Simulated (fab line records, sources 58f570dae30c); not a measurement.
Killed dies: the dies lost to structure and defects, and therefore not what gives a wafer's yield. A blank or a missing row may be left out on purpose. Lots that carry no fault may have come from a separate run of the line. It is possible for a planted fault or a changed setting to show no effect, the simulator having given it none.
Which tool was responsible? || flow berkeley_cmos170 || 42 wafers from 14 lots sampled at 3 of the route's 331 steps

== WHAT THE GAUGES READ, wafer by wafer ==
UCB170_M1_RS_MEAS_01: a four-point-probe measurement. Usual: M1_AL_RS typically reads 0.0485 ohm/sq, with standard deviation 0.00044.
{"lot": "L593", "measured": "day 6 13:05", "on": "film_metro-04", "M1_AL_RS (ohm/sq)": "0.0481 0.0481 0.0481", "flag": ""}
{"lot": "L594", "measured": "day 7 02:07", "on": "film_metro-03", "M1_AL_RS (ohm/sq)": "0.0484 0.0489 0.0487", "flag": ""}
{"lot": "L599", "measured": "day 7 16:32", "on": "film_metro-02", "M1_AL_RS (ohm/sq)": "0.0481 0.0480 0.0481", "flag": ""}
{"lot": "L596", "measured": "day 7 16:42", "on": "film_metro-03", "M1_AL_RS (ohm/sq)": "0.0492 0.0493 0.0490", "flag": ""}
{"lot": "L595", "measured": "day 7 16:44", "on": "film_metro-02", "M1_AL_RS (ohm/sq)": "0.0487 0.0486 0.0488", "flag": ""}
{"lot": "L598", "measured": "day 7 16:53", "on": "film_metro-03", "M1_AL_RS (ohm/sq)": "0.0485 0.0485 0.0485", "flag": ""}
{"lot": "L597", "measured": "day 7 17:04", "on": "film_metro-04", "M1_AL_RS (ohm/sq)": "0.0482 0.0478 0.0481", "flag": ""}
{"lot": "L601", "measured": "day 7 22:34", "on": "film_metro-04", "M1_AL_RS (ohm/sq)": "0.0482 0.0481 0.0485", "flag": ""}
{"lot": "L603", "measured": "day 8 15:05", "on": "film_metro-02", "M1_AL_RS (ohm/sq)": "0.0548 0.0551 0.0548", "flag": "OFF"}
{"lot": "L604", "measured": "day 8 22:31", "on": "film_metro-04", "M1_AL_RS (ohm/sq)": "0.0558 0.0557 0.0558", "flag": "OFF"}
{"lot": "L606", "measured": "day 9 17:25", "on": "film_metro-04", "M1_AL_RS (ohm/sq)": "0.0490 0.0491 0.0488", "flag": ""}
{"lot": "L611", "measured": "day 10 17:58", "on": "film_metro-03", "M1_AL_RS (ohm/sq)": "0.0483 0.0486 0.0489", "flag": ""}
{"lot": "L614", "measured": "day 11 03:25", "on": "film_metro-02", "M1_AL_RS (ohm/sq)": "0.0481 0.0480 0.0481", "flag": ""}
{"lot": "L616", "measured": "day 11 11:36", "on": "film_metro-02", "M1_AL_RS (ohm/sq)": "0.0482 0.0482 0.0483", "flag": ""}

UCB170_M1_THK_MEAS_02: measures by xrf. Usual: M1_AL_THK typically reads 597 nm, with standard deviation 5.2.
{"lot": "L593", "measured": "day 6 13:12", "on": "film_metro-04", "M1_AL_THK (nm)": "602 603 599", "flag": ""}
{"lot": "L594", "measured": "day 7 02:14", "on": "film_metro-03", "M1_AL_THK (nm)": "599 588 592", "flag": ""}
{"lot": "L599", "measured": "day 7 16:39", "on": "film_metro-02", "M1_AL_THK (nm)": "604 603 603", "flag": ""}
{"lot": "L596", "measured": "day 7 16:48", "on": "film_metro-03", "M1_AL_THK (nm)": "588 589 592", "flag": ""}
{"lot": "L595", "measured": "day 7 16:50", "on": "film_metro-02", "M1_AL_THK (nm)": "592 598 590", "flag": ""}
{"lot": "L598", "measured": "day 7 17:00", "on": "film_metro-03", "M1_AL_THK (nm)": "597 598 596", "flag": ""}
{"lot": "L597", "measured": "day 7 17:11", "on": "film_metro-04", "M1_AL_THK (nm)": "598 601 603", "flag": ""}
{"lot": "L601", "measured": "day 7 22:41", "on": "film_metro-04", "M1_AL_THK (nm)": "596 599 595", "flag": ""}
{"lot": "L603", "measured": "day 8 15:12", "on": "film_metro-02", "M1_AL_THK (nm)": "531 519 523", "flag": "OFF"}
{"lot": "L604", "measured": "day 8 22:37", "on": "film_metro-04", "M1_AL_THK (nm)": "523 523 520", "flag": "OFF"}
{"lot": "L606", "measured": "day 9 17:32", "on": "film_metro-04", "M1_AL_THK (nm)": "593 594 594", "flag": ""}
{"lot": "L611", "measured": "day 10 18:04", "on": "film_metro-03", "M1_AL_THK (nm)": "597 598 590", "flag": ""}
{"lot": "L614", "measured": "day 11 03:31", "on": "film_metro-02", "M1_AL_THK (nm)": "602 601 600", "flag": ""}
{"lot": "L616", "measured": "day 11 11:43", "on": "film_metro-02", "M1_AL_THK (nm)": "602 595 599", "flag": ""}

== EACH LOT AND THE TOOL THAT RAN IT (in order: tool; ch and the chambers of the sampled wafers; start) ==
{"lot": "L593", "UCB170_M1_SPUTTER_00": "pvd_sputter-01, day 6 13:01"}
{"lot": "L594", "UCB170_M1_SPUTTER_00": "pvd_sputter-01, day 7 02:03"}
{"lot": "L599", "UCB170_M1_SPUTTER_00": "pvd_sputter-01, day 7 16:27"}
{"lot": "L596", "UCB170_M1_SPUTTER_00": "pvd_sputter-02, day 7 16:36"}
{"lot": "L595", "UCB170_M1_SPUTTER_00": "pvd_sputter-03, day 7 16:38"}
{"lot": "L598", "UCB170_M1_SPUTTER_00": "pvd_sputter-01, day 7 16:49"}
{"lot": "L597", "UCB170_M1_SPUTTER_00": "pvd_sputter-02, day 7 16:59"}
{"lot": "L601", "UCB170_M1_SPUTTER_00": "pvd_sputter-02, day 7 22:29"}
{"lot": "L603", "UCB170_M1_SPUTTER_00": "pvd_sputter-01, day 8 15:01"}
{"lot": "L604", "UCB170_M1_SPUTTER_00": "pvd_sputter-01, day 8 22:26"}
{"lot": "L606", "UCB170_M1_SPUTTER_00": "pvd_sputter-02, day 9 17:21"}
{"lot": "L611", "UCB170_M1_SPUTTER_00": "pvd_sputter-03, day 10 17:52"}
{"lot": "L614", "UCB170_M1_SPUTTER_00": "pvd_sputter-03, day 11 03:20"}
{"lot": "L616", "UCB170_M1_SPUTTER_00": "pvd_sputter-02, day 11 11:32"}
- UCB170_M1_SPUTTER_00: material Al, target thk 600 nm, time 80 s.

== AS READ BY THE TOOLS THEMSELVES (means over the sampled wafers that have a number; for cases with no such wafer, the mark the record gives instead) ==
UCB170_M1_SPUTTER_00. Usual: throttle_valve_pct at 30.2 %, with a standard deviation of 0.78.
{"lot": "L593", "tool": "pvd_sputter-01", "throttle_valve_pct (%)": 30.4, "flag": ""}
{"lot": "L594", "tool": "pvd_sputter-01", "throttle_valve_pct (%)": 30.3, "flag": ""}
{"lot": "L599", "tool": "pvd_sputter-01", "throttle_valve_pct (%)": 30.0, "flag": ""}
{"lot": "L596", "tool": "pvd_sputter-02", "throttle_valve_pct (%)": 30.5, "flag": ""}
{"lot": "L595", "tool": "pvd_sputter-03", "throttle_valve_pct (%)": 29.8, "flag": ""}
{"lot": "L598", "tool": "pvd_sputter-01", "throttle_valve_pct (%)": 30.1, "flag": ""}
{"lot": "L597", "tool": "pvd_sputter-02", "throttle_valve_pct (%)": 30.6, "flag": ""}
{"lot": "L601", "tool": "pvd_sputter-02", "throttle_valve_pct (%)": 30.2, "flag": ""}
{"lot": "L603", "tool": "pvd_sputter-01", "throttle_valve_pct (%)": 30.6, "flag": ""}
{"lot": "L604", "tool": "pvd_sputter-01", "throttle_valve_pct (%)": 30.1, "flag": ""}
{"lot": "L606", "tool": "pvd_sputter-02", "throttle_valve_pct (%)": 30.6, "flag": ""}
{"lot": "L611", "tool": "pvd_sputter-03", "throttle_valve_pct (%)": 29.8, "flag": ""}
{"lot": "L614", "tool": "pvd_sputter-03", "throttle_valve_pct (%)": 29.7, "flag": ""}
{"lot": "L616", "tool": "pvd_sputter-02", "throttle_valve_pct (%)": 30.7, "flag": ""}

== THE ANSWER, worked out from the rows above alone ==
Rule: a lot is off if the mean of its wafers that have a number lies more than 3 standard deviations from the usual mean. A lot without any number at a reading at which 4 lots or more have one is off too. Where the step has rows for the other lots, those lots are counted as sound. First the gauges in route order, then the tools' own readings, where a lot's mean is used as printed above. The first step at which some lot is off is used, and at that step the reading that is off furthest; a lot without a number counts as furthest.
Off: L603, L604, seen at UCB170_M1_RS_MEAS_01 (M1_AL_RS).
If a tool, at a process step before that reading, ran all the lots that are off and no sound lot after the first of them, it fits. The gauges at UCB170_M1_RS_MEAS_01 are tried like those tools. One fits: UCB170_M1_SPUTTER_00 on pvd_sputter-01. A fault onset in the window from L598 (day 7 16:49, its last sound lot) to L603 (day 8 15:01, its first lot off) fits.

== WHAT THE SIMULATOR PUT IN ==
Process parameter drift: pvd_sputter-01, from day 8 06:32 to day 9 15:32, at UCB170_M1_SPUTTER_00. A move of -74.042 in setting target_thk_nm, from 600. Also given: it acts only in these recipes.
Shown lots that were struck: L603, L604. This agrees with what the rule above found.
